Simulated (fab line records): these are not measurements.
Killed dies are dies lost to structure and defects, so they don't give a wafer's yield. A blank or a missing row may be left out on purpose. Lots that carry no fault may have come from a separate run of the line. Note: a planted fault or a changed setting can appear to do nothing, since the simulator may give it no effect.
Which tool was responsible? / flow berkeley-cmos170 / Sampling: 14 lots, 42 wafers, 4 of 331 route steps

## WHAT THE GAUGES READ, wafer by wafer
UCB170_M1_OVL_MEAS_10.
lot=L431; measured=day 6 18:52; on=overlay-02; M1_OVL (nm)=-3 -14 -10
lot=L435; measured=day 7 19:58; on=overlay-02; M1_OVL (nm)=-10 -1 -11
lot=L436; measured=day 7 20:13; on=overlay-02; M1_OVL (nm)=2 -3 -1
lot=L437; measured=day 8 06:10; on=overlay-02; M1_OVL (nm)=-5 -3 -6
lot=L440; measured=day 9 00:11; on=overlay-01; M1_OVL (nm)=-6 -7 -13
lot=L439; measured=day 9 00:27; on=overlay-01; M1_OVL (nm)=-3 -5 -11
lot=L442; measured=day 9 01:11; on=overlay-01; M1_OVL (nm)=-6 -6 -3
lot=L441; measured=day 9 01:20; on=overlay-01; M1_OVL (nm)=1 -3 -1
lot=L446; measured=day 9 23:19; on=overlay-02; M1_OVL (nm)=-1 -16 -12
lot=L449; measured=day 10 15:32; on=overlay-01; M1_OVL (nm)=-6 -8 -7
lot=L450; measured=day 10 23:04; on=overlay-02; M1_OVL (nm)=3 -2 -5
lot=L452; measured=day 11 16:27; on=overlay-02; M1_OVL (nm)=-7 -7 -5
lot=L453; measured=day 11 17:50; on=overlay-02; M1_OVL (nm)=-5 1 -2
lot=L451; measured=day 11 18:51; on=overlay-02; M1_OVL (nm)=-6 -7 -5

UCB170_M3_OVL_MEAS_16.
lot=L431; measured=day 7 12:02; on=overlay-01; M3_OVL (nm)=-2 -3 -10
lot=L435; measured=day 8 13:09; on=overlay-01; M3_OVL (nm)=6 12 4
lot=L436; measured=day 8 12:53; on=overlay-01; M3_OVL (nm)=-7 -4 -11
lot=L437; measured=day 9 01:16; on=overlay-02; M3_OVL (nm)=5 -4 -1
lot=L440; measured=day 9 15:17; on=overlay-01; M3_OVL (nm)=5 5 -3
lot=L439; measured=day 9 15:48; on=overlay-01; M3_OVL (nm)=2 -6 7
lot=L442; measured=day 9 16:05; on=overlay-01; M3_OVL (nm)=6 -3 5
lot=L441; measured=day 9 16:22; on=overlay-02; M3_OVL (nm)=-4 -7 0
lot=L446; measured=day 10 16:16; on=overlay-01; M3_OVL (nm)=0 0 -1
lot=L449; measured=day 11 09:43; on=overlay-01; M3_OVL (nm)=-1 1 7
lot=L450; measured=day 11 15:08; on=overlay-02; M3_OVL (nm)=2 -4 -3
lot=L452; measured=day 12 12:50; on=overlay-01; M3_OVL (nm)=5 9 9
lot=L453; measured=day 12 14:17; on=overlay-01; M3_OVL (nm)=1 -8 5
lot=L451; measured=day 12 13:36; on=overlay-01; M3_OVL (nm)=-5 -1 -12

UCB170_M3_BOW_MEAS_20.
lot=L431; measured=day 7 12:42; on=film-metro-01; M3_BOW (um)=50 44 32
lot=L435; measured=day 8 13:38; on=film-metro-02; M3_BOW (um)=29 30 34
lot=L436; measured=day 8 13:24; on=film-metro-01; M3_BOW (um)=29 36 35
lot=L437; measured=day 9 01:44; on=film-metro-01; M3_BOW (um)=40 31 35
lot=L440; measured=day 9 15:48; on=film-metro-01; M3_BOW (um)=50 33 25
lot=L439; measured=day 9 16:17; on=film-metro-02; M3_BOW (um)=36 32 40
lot=L442; measured=day 9 16:34; on=film-metro-01; M3_BOW (um)=41 51 37
lot=L441; measured=day 9 16:52; on=film-metro-02; M3_BOW (um)=25 37 29
lot=L446; measured=day 10 16:53; on=film-metro-03; M3_BOW (um)=34 39 33
lot=L449; measured=day 11 10:26; on=film-metro-02; M3_BOW (um)=28 28 37
lot=L450; measured=day 11 15:38; on=film-metro-02; M3_BOW (um)=30 27 38
lot=L452; measured=day 12 13:22; on=film-metro-02; M3_BOW (um)=40 40 45
lot=L453; measured=day 12 14:46; on=film-metro-02; M3_BOW (um)=26 37 29
lot=L451; measured=day 12 14:05; on=film-metro-01; M3_BOW (um)=25 30 35

## EACH LOT AND THE TOOL THAT RAN IT (in order: tool; ch and the chambers of the sampled wafers; start)
lot=L431; UCB170_M3_STRIP_19=plasma-asher-01 ch 0,1, day 7 12:29
lot=L435; UCB170_M3_STRIP_19=plasma-asher-02 ch 0,1, day 8 13:25
lot=L436; UCB170_M3_STRIP_19=plasma-asher-03 ch 0,1, day 8 13:11
lot=L437; UCB170_M3_STRIP_19=plasma-asher-03 ch 0,1, day 9 01:31
lot=L440; UCB170_M3_STRIP_19=plasma-asher-01 ch 0,1, day 9 15:34
lot=L439; UCB170_M3_STRIP_19=plasma-asher-01 ch 0,1, day 9 16:04
lot=L442; UCB170_M3_STRIP_19=plasma-asher-03 ch 0,1, day 9 16:20
lot=L441; UCB170_M3_STRIP_19=plasma-asher-03 ch 1, day 9 16:37
lot=L446; UCB170_M3_STRIP_19=plasma-asher-02 ch 0,1, day 10 16:31
lot=L449; UCB170_M3_STRIP_19=plasma-asher-03 ch 0,1, day 11 10:00
lot=L450; UCB170_M3_STRIP_19=plasma-asher-02 ch 0,1, day 11 15:23
lot=L452; UCB170_M3_STRIP_19=plasma-asher-03 ch 0,1, day 12 13:07
lot=L453; UCB170_M3_STRIP_19=plasma-asher-02 ch 0,1, day 12 14:33
lot=L451; UCB170_M3_STRIP_19=plasma-asher-01 ch 0,1, day 12 13:52
- UCB170_M3_STRIP_19: strips in O2.

## WHAT THE TOOLS THEMSELVES READ (means of the sampled wafers that have a number; where no wafer has one, the mark that the record gives instead)
UCB170_M3_STRIP_19.
lot=L431; tool=plasma-asher-01; chamber-pressure-mTorr (mTorr)=3501.1; drypump-motor-current-A (A)=5.5; oes-product-au (a.u.)=0.550
lot=L435; tool=plasma-asher-02; chamber-pressure-mTorr (mTorr)=3502.3; drypump-motor-current-A (A)=6.5; oes-product-au (a.u.)=0.567
lot=L436; tool=plasma-asher-03; chamber-pressure-mTorr (mTorr)=3499.9; drypump-motor-current-A (A)=5.5; oes-product-au (a.u.)=0.557
lot=L437; tool=plasma-asher-03; chamber-pressure-mTorr (mTorr)=3500.1; drypump-motor-current-A (A)=5.5; oes-product-au (a.u.)=0.552
lot=L440; tool=plasma-asher-01; chamber-pressure-mTorr (mTorr)=3503.1; drypump-motor-current-A (A)=5.3; oes-product-au (a.u.)=0.560
lot=L439; tool=plasma-asher-01; chamber-pressure-mTorr (mTorr)=3500.5; drypump-motor-current-A (A)=5.3; oes-product-au (a.u.)=0.554
lot=L442; tool=plasma-asher-03; chamber-pressure-mTorr (mTorr)=-; drypump-motor-current-A (A)=-; oes-product-au (a.u.)=-
lot=L441; tool=plasma-asher-03; chamber-pressure-mTorr (mTorr)=-; drypump-motor-current-A (A)=-; oes-product-au (a.u.)=-
lot=L446; tool=plasma-asher-02; chamber-pressure-mTorr (mTorr)=3500.6; drypump-motor-current-A (A)=6.5; oes-product-au (a.u.)=0.551
lot=L449; tool=plasma-asher-03; chamber-pressure-mTorr (mTorr)=3500.0; drypump-motor-current-A (A)=5.6; oes-product-au (a.u.)=0.564
lot=L450; tool=plasma-asher-02; chamber-pressure-mTorr (mTorr)=3501.5; drypump-motor-current-A (A)=6.5; oes-product-au (a.u.)=0.570
lot=L452; tool=plasma-asher-03; chamber-pressure-mTorr (mTorr)=3500.6; drypump-motor-current-A (A)=5.5; oes-product-au (a.u.)=0.552
lot=L453; tool=plasma-asher-02; chamber-pressure-mTorr (mTorr)=3501.4; drypump-motor-current-A (A)=6.5; oes-product-au (a.u.)=0.563
lot=L451; tool=plasma-asher-01; chamber-pressure-mTorr (mTorr)=3501.8; drypump-motor-current-A (A)=5.5; oes-product-au (a.u.)=0.569

## THE ANSWER, worked out from the rows above alone
Rule: usual is defined by the lots themselves. The widest of any qualifying gaps counts: lots, ordered by their means at a reading, are off when they make up no more than a third of the lots, leave a main group of 4 or more, and stand apart from it by 3 or more times the standard deviation of that group's means. A main group is skipped when, at the precision printed for the reading in the tables above, its means are all equal. A lot without any number at a reading at which 4 lots or more have one is off too. Any other lot the step has rows for is counted as sound. After the gauges, taken in route order, come the tools' own readings; for these a lot's mean is taken, as printed above. The first step at which some lot is off is used, and at that step the reading that is off furthest; a lot without a number counts as furthest.
Off, at UCB170_M3_STRIP_19 on chamber-pressure-mTorr: L442, L441. Without a number there: L442, L441. The main group has a mean of 3501.1 mTorr with a standard deviation of 0.94.
If a tool, at that step or one of the process steps before it, ran each lot that is off and ran no sound lot following the first of them, it fits. Of those tried, none fits.

## WHAT HAD BEEN PUT IN BY THE SIMULATOR
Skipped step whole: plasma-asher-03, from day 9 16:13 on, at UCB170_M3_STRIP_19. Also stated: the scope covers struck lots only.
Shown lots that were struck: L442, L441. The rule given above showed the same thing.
